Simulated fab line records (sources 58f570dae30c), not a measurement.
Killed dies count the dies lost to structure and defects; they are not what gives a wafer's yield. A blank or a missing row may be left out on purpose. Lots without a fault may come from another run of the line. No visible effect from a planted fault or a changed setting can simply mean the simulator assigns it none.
8D (eight disciplines) problem report, filled in by code ; flow berkeleyCmos170 ; the parts of the form that need people (team, actions taken, sign-off) are left out

1. WHAT WENT WRONG
Mean SCREENOX_OXIDE_THK at UCB170_SCREENOX_THK_MEAS_02: 16.6 nm over 9 wafers in 3 lots; fault-free wafers: 14.4 nm, standard deviation 0.3. Measured from the usual mean, that is +7.4 standard deviations.
Seen first at day 8 23:12 on filmMetro-01, wafer L252.1. The record holds 39 wafers of 13 lots with a number at this step. By rule, "out" or "out of limits" means more than 4 standard deviations away from the usual mean. The other wafers with a number count as sound.

2. WHAT IT IS; WHAT IT IS NOT
question;is;is not
which readings at this step;SCREENOX_OXIDE_THK;-
which lots;L252, L254, L256;L243, L244, L257, L258, L259, L260, L261, L262, L264, L265
which wafers of those lots;all that have a number;-
read on which gauges;filmMetro-01;filmMetro-03, filmMetro-04
when;from day 8 23:12;"up to then (6 sound wafers); but 24 sound wafers of L257, L258, L259, L260, L261, L262, L264, L265 came after"

3. SUSPECTS, AND WHAT RULES EACH OUT
Counting: any tool at a process step up to the reading is kept as a suspect provided that every lot that is out went through it and no sound lot did after the first of them.
- the gauge at UCB170_SCREENOX_THK_MEAS_02: kept. All the wafers that are out were read on filmMetro-01, and no step on other tools shows them out.
Remaining after the count: filmMetro-01 at UCB170_SCREENOX_THK_MEAS_02.

4. THE CAUSE (what the simulator had put in)
Metrology matching offset: filmMetro-01, from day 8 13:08 on, at UCB170_SCREENOX_THK_MEAS_02. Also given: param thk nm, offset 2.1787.
After counting, this tool was the only one left.

5. THE EFFECT CHAIN, in route order
One row per reading whose mean, taken over the struck wafers that have a number, lies over 3 standard deviations from the usual. Only readings for which the record gives a usual standard deviation are gone through. hours: the time from each lot's start at the first step in this table that gives one to its start at this step, as a median over the lots. sigmas: the change in usual standard deviations.
hours;step;reading;usual;on struck wafers;change;sigmas
0;UCB170_SCREENOX_THK_MEAS_02;SCREENOX_OXIDE_THK;14.4 nm;16.6;+2.2;+7.4
At these later measuring or inspecting steps, every struck wafer for which the step has a row has a number for every such reading, and none has moved that far: UCB170_GATE_THK_MEAS_02.

6. WHAT WOULD HAVE CAUGHT IT SOONER
The first out-of-limits reading at a measuring or inspecting step in this record came at day 8 23:12, 10 hours after the fault's start at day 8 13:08.
